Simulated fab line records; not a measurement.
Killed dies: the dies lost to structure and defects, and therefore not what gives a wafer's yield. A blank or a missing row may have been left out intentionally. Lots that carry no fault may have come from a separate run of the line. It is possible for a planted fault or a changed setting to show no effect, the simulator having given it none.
Which tool is to blame? :: flow berkeley-cmos170 :: at 1 step of a route of 331, 13 lots with 39 wafers sampled

WHAT THE GAUGES SHOWED, per wafer
UCB170_CONTACT_THK_MEAS_02. Usual: CONTACT_PSG_THK 698 nm, standard deviation 5.8.
lot: L848
measured: day 6 02:47
on: film-metro-01
CONTACT_PSG_THK (nm): 703 699 700
flag: 

lot: L851
measured: day 7 12:20
on: film-metro-01
CONTACT_PSG_THK (nm): 696 696 694
flag: 

lot: L852
measured: day 7 12:31
on: film-metro-01
CONTACT_PSG_THK (nm): 697 693 694
flag: 

lot: L849
measured: day 7 16:04
on: film-metro-04
CONTACT_PSG_THK (nm): 702 698 707
flag: 

lot: L853
measured: day 8 05:29
on: film-metro-02
CONTACT_PSG_THK (nm): 689 691 690
flag: 

lot: L856
measured: day 8 12:22
on: film-metro-04
CONTACT_PSG_THK (nm): 692 695 696
flag: 

lot: L855
measured: day 8 13:10
on: film-metro-01
CONTACT_PSG_THK (nm): 689 701 690
flag: 

lot: L857
measured: day 8 13:10
on: film-metro-04
CONTACT_PSG_THK (nm): 702 702 701
flag: 

lot: L858
measured: day 9 08:56
on: film-metro-02
CONTACT_PSG_THK (nm): 702 702 698
flag: 

lot: L860
measured: day 9 22:44
on: film-metro-04
CONTACT_PSG_THK (nm): 696 703 701
flag: 

lot: L862
measured: day 9 22:44
on: film-metro-01
CONTACT_PSG_THK (nm): 701 703 701
flag: 

lot: L865
measured: day 10 10:29
on: film-metro-04
CONTACT_PSG_THK (nm): 708 701 701
flag: 

lot: L868
measured: day 11 11:40
on: film-metro-01
CONTACT_PSG_THK (nm): 688 693 687
flag: 

WHICH TOOL RAN EACH LOT (tool, then ch and the chambers of the sampled wafers, then the start)
The record shows no process step preceding these readings.

WHAT THE TOOLS THEMSELVES READ (means of the sampled wafers that have a number; where no wafer has one, the mark that the record gives instead)
The record holds no such reading with a usual standard deviation.

THE ANSWER, worked out from the rows above alone
Rule: a lot counts as off when the mean over its wafers that have a number is more than 3 standard deviations away from the usual mean. A lot without any number at a reading at which 4 lots or more have one is off too. Where the step has rows for the other lots, those lots are counted as sound. The gauges are gone through in route order, then the tools' own readings, and for those a lot's mean is taken as printed above. At the first step where some lot is off, the reading lying furthest off is the one used; lots without a number count as furthest.
Nothing can be told from this: no lot is off at any reading shown.

WHAT THE SIMULATOR HAD PUT IN
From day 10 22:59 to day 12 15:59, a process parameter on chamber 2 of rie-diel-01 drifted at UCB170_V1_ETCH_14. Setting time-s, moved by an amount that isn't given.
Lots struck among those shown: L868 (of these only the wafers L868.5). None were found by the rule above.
